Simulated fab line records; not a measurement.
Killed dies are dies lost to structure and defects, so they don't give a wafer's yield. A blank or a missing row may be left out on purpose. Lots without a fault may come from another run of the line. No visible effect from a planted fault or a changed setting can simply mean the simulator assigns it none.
Chamber matching	flow berkeley-cmos170	pecvd-04 running UCB170_V2_CVD_00: 3 sister chambers
The step deposits SiO2 from TEOS/O2, target thk 2000 nm, time 250 s. 6 wafers are shown with their chamber, then 10 later ones without.

WAFERS, EACH WITH ITS CHAMBER
wafer	chamber	heater-power-w (W)
L086.6	0	127
L087.1	2	143
L087.2	0	148
L087.3	1	292
L087.4	1	357
L087.5	2	196

WAFERS WITH NO CHAMBER GIVEN
wafer	heater-power-w (W)
L087.6	196
L089.2	330
L089.3	164
L089.5	208
L092.1	173
L092.2	361
L092.5	126
L096.3	168
L096.5	124
L096.6	200

WHICH CHAMBER EACH WENT THROUGH
wafer	from the rows above	in truth
L087.6	can't be placed: 2 or 0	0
L089.2	1	1
L089.3	can't be placed: 2 or 0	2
L089.5	can't be placed: 2 or 0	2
L092.1	can't be placed: 2 or 0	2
L092.2	1	1
L092.5	can't be placed: 0 or 2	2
L096.3	can't be placed: 2 or 0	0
L096.5	can't be placed: 0 or 2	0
L096.6	can't be placed: 2 or 0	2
2 of 10 placed correctly. Cannot be placed on the basis of these rows: 8; the candidates contain the true chamber in 8. 0 placed wrongly.
How it was worked out, from the rows above alone: a wafer's distance from a chamber is the root of the sum, over the readings, of the square of ((its reading less the chamber's mean) divided by the reading's scatter). The wafer belongs to the nearest chamber; if the next one is less than 2 further off, it can't be placed. For every chamber, the mean is computed from those of its wafers that are shown. The scatter: take each reading less its chamber's mean, square it, sum over the shown wafers, divide by the number of wafers less the number of chambers, and take the root.
